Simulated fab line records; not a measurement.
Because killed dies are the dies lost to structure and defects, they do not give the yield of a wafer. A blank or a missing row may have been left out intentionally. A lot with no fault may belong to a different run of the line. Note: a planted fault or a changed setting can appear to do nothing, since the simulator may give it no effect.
Comparing a struck lot with a sound one    flow rit-cmos    44 out of 202 route steps
Sound: wafers L538.4, L538.5, L538.6. Wafers struck: L549.2, L549.4, L549.6. The cause comes at the end.
Per side, at each step with rows, come the tool, then ch with its chambers, and then its first start. Under that, the readings that differ: sound wafers    struck wafers    difference of the means    sigmas: that difference in standard deviations of wafers without a fault.
alike: readings whose means differ by less than 2 such deviations, and words and numbers that are the same on both sides. not compared: withheld readings, readings that some wafer has no value for, bounds like >300 that may hide the same value, and numbers for which the record gives no deviation and whose values overlap.
The two part at a step that has a row with sigmas, a row that says differs or no value, or rows on one side only. Numbers that don't overlap but have no deviation are shown without sigmas and don't part them. A reading that every wafer of one side lacks parts them only if that side has two wafers or more.

first, 3 steps without rows for these wafers: RIT_REOX_CLEAN_01 (cleans in dHF, time 30 s); RIT_REOX_CLEAN_02 (cleans in SC2, time 600 s); RIT_REOX_OXIDATION_03 (target thk 25.2 nm, ox time 5580 s).
RIT_REOX_THK_MEAS_04:
  struck on film-metro-01, day 7 01:01; sound on film-metro-01, day 4 18:22
  alike: REOX_OXIDE_THK
then, 6 steps without rows for these wafers: RIT_NLDD_HMDS_00 (prime time 60 s); RIT_NLDD_COAT_01 (resist thk 1000 nm); RIT_NLDD_SOFTBAKE_02 (time 60 s); RIT_NLDD_EXPOSE_03 (exposes mask M7, target cd 40700 nm); RIT_NLDD_PEB_04; RIT_NLDD_DEVELOP_05 (develop time 50 s).
RIT_NLDD_OVL_MEAS_06:
  struck on overlay-02, day 7 01:55; sound on overlay-02, day 4 19:23
  alike: NLDD_OVL
then, 1 step without rows for these wafers: RIT_NLDD_HARDBAKE_07 (time 60 s).
RIT_NLDD_IMPLANT_08:
  sound on implanter-01 ch 0, day 4 19:37; struck on implanter-02 ch 0, day 7 02:07
reading             sound                          struck                     difference  sigmas
dose-ions-cm2       5.003e+14 4.994e+14 4.989e+14  7.993e+14 7.995e+14 8e+14  +3.001e+14  +99 or more
faraday-current-uA  1567 1624 1565                 2564 2473 2484             +922        +28
  alike: end-station-pressure-torr
RIT_NLDD_STRIP_09: strips in O2, time 180 s.
  sound on plasma-asher-02 ch 0,1, day 4 19:45; struck on plasma-asher-01 ch 0,1, day 7 02:15
  alike: drypump-motor-current-A
  not compared: rf-hours-counter-h
RIT_NLDD_TW_MEAS_10:
  struck on film-metro-03, day 7 02:26; sound on film-metro-03, day 4 19:54
reading  sound           struck          difference  sigmas
NLDD_TW  2482 2491 2501  2788 2801 2791  +302        +15
then, 6 steps without rows for these wafers: RIT_PLDD_HMDS_00 (prime time 60 s); RIT_PLDD_COAT_01 (resist thk 1000 nm); RIT_PLDD_SOFTBAKE_02 (time 60 s); RIT_PLDD_EXPOSE_03 (exposes mask M8, target cd 40900 nm); RIT_PLDD_PEB_04; RIT_PLDD_DEVELOP_05 (develop time 50 s).
RIT_PLDD_OVL_MEAS_06:
  struck on overlay-02, day 7 03:27; sound on overlay-01, day 4 20:48
  alike: PLDD_OVL
then, 2 steps without rows for these wafers: RIT_PLDD_HARDBAKE_07 (time 60 s); RIT_PLDD_IMPLANT_08.
RIT_PLDD_STRIP_09: strips in O2, time 180 s.
  sound on plasma-asher-04 ch 0,1, day 4 21:11; struck on plasma-asher-01 ch 0,1, day 7 03:47
  alike: drypump-motor-current-A
  not compared: rf-hours-counter-h
RIT_PLDD_TW_MEAS_10:
  struck on film-metro-04, day 7 03:58; sound on film-metro-02, day 4 21:19
  alike: PLDD_TW
then, 4 steps without rows for these wafers: RIT_SPACER_CLEAN_00 (cleans in SC1, time 600 s); RIT_SPACER_CLEAN_01 (cleans in dHF, time 30 s); RIT_SPACER_CLEAN_02 (cleans in SC2, time 600 s); RIT_SPACER_CVD_03 (deposits Si3N4 from SiH2Cl2/NH3, target thk 250 nm, time 3300 s).
RIT_SPACER_THK_MEAS_04:
  struck on film-metro-01, day 7 06:28; sound on film-metro-02, day 4 23:44
  alike: SPACER_NITRIDE_THK
RIT_SPACER_ETCHBACK_05: etches Si3N4 in SF6/CHF3, stops on SiO2, target depth 250 nm, time 240 s.
  sound on rie-diel-04 ch 0,1,3, day 4 23:46; struck on rie-diel-01 ch 2,3, day 7 06:31
  alike: SF6_flow_sccm, drypump-motor-current-A, oes-product-au, rf-fwd-power-W, throttle-valve-pct
  not compared: rf-hours-counter-h
then, 6 steps without rows for these wafers: RIT_NSD_HMDS_00 (prime time 60 s); RIT_NSD_COAT_01 (resist thk 1000 nm); RIT_NSD_SOFTBAKE_02 (time 60 s); RIT_NSD_EXPOSE_03 (exposes mask M9, target cd 40700 nm); RIT_NSD_PEB_04; RIT_NSD_DEVELOP_05 (develop time 50 s).
RIT_NSD_OVL_MEAS_06:
  struck on overlay-01, day 7 07:38; sound on overlay-02, day 5 00:54
  alike: NSD_OVL
then, 2 steps without rows for these wafers: RIT_NSD_HARDBAKE_07 (time 60 s); RIT_NSD_IMPLANT_08.
RIT_NSD_STRIP_09: strips in O2, time 180 s.
  sound on plasma-asher-04 ch 0,1, day 5 01:21; struck on plasma-asher-04 ch 0,1, day 7 07:58
  alike: drypump-motor-current-A
  not compared: rf-hours-counter-h
RIT_SDANNEAL_RS_MEAS_07: measurement is done with a four-point probe.
  struck on film-metro-02, day 7 10:33; sound on film-metro-02, day 5 03:55
reading           sound              struck             difference  sigmas
NLDD_RS (ohm/sq)  151.9 151.1 150.9  103.4 103.5 103.2  -47.9       -92
RIT_M1_PROBE_99:
  struck on prober-02, day 7 17:46; sound on prober-01, day 5 11:13
reading                              sound              struck             difference  sigmas
model.etest.nmos_0p3.r-on-ohm-um     2230 2263 2212     1944 1967 1967     -276        
model.etest.nmos_0p15.r-on-ohm-um    1155 1218 1170     933.2 920.9 930.6  -252.8      
model.etest.nldd.rs-ohm-sq           381.9 402 384.1    243.2 246.3 246.7  -143.9      
model.etest.nmos-turned.drive-ua-um  304.9 288.5 304.8  439.4 435.2 439.4  +138.6      
model.etest.nmos_0p15.drive-ua-um    447.2 430 432.4    545.6 541.7 552.9  +110.2      
model.etest.nldd.line-ohm-um         119.7 128.4 120.9  78.24 76.68 77.66  -45.47      
model.etest.nmos-narrow.drive-ua-um  212 212.3 213.8    246.7 243 243.5    +31.7       
model.etest.nmos_0p3.drive-ua-um     214 214.7 214.3    243.3 239.8 238.9  +26.3       
  alike: killed_at_M0_to_M3, killed-at-front-end, killed-dies, killed-open, killed-short

== WHERE THEY PART ==
First at RIT_NLDD_IMPLANT_08; last, within this record, at RIT_SDANNEAL_RS_MEAS_07. Later steps at which nothing parts them and some readings are alike: RIT_M1_PROBE_99.

WHY: what the simulator had put in
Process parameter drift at RIT_NLDD_IMPLANT_08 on implanter-02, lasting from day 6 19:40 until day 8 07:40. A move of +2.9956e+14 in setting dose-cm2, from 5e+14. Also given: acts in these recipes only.
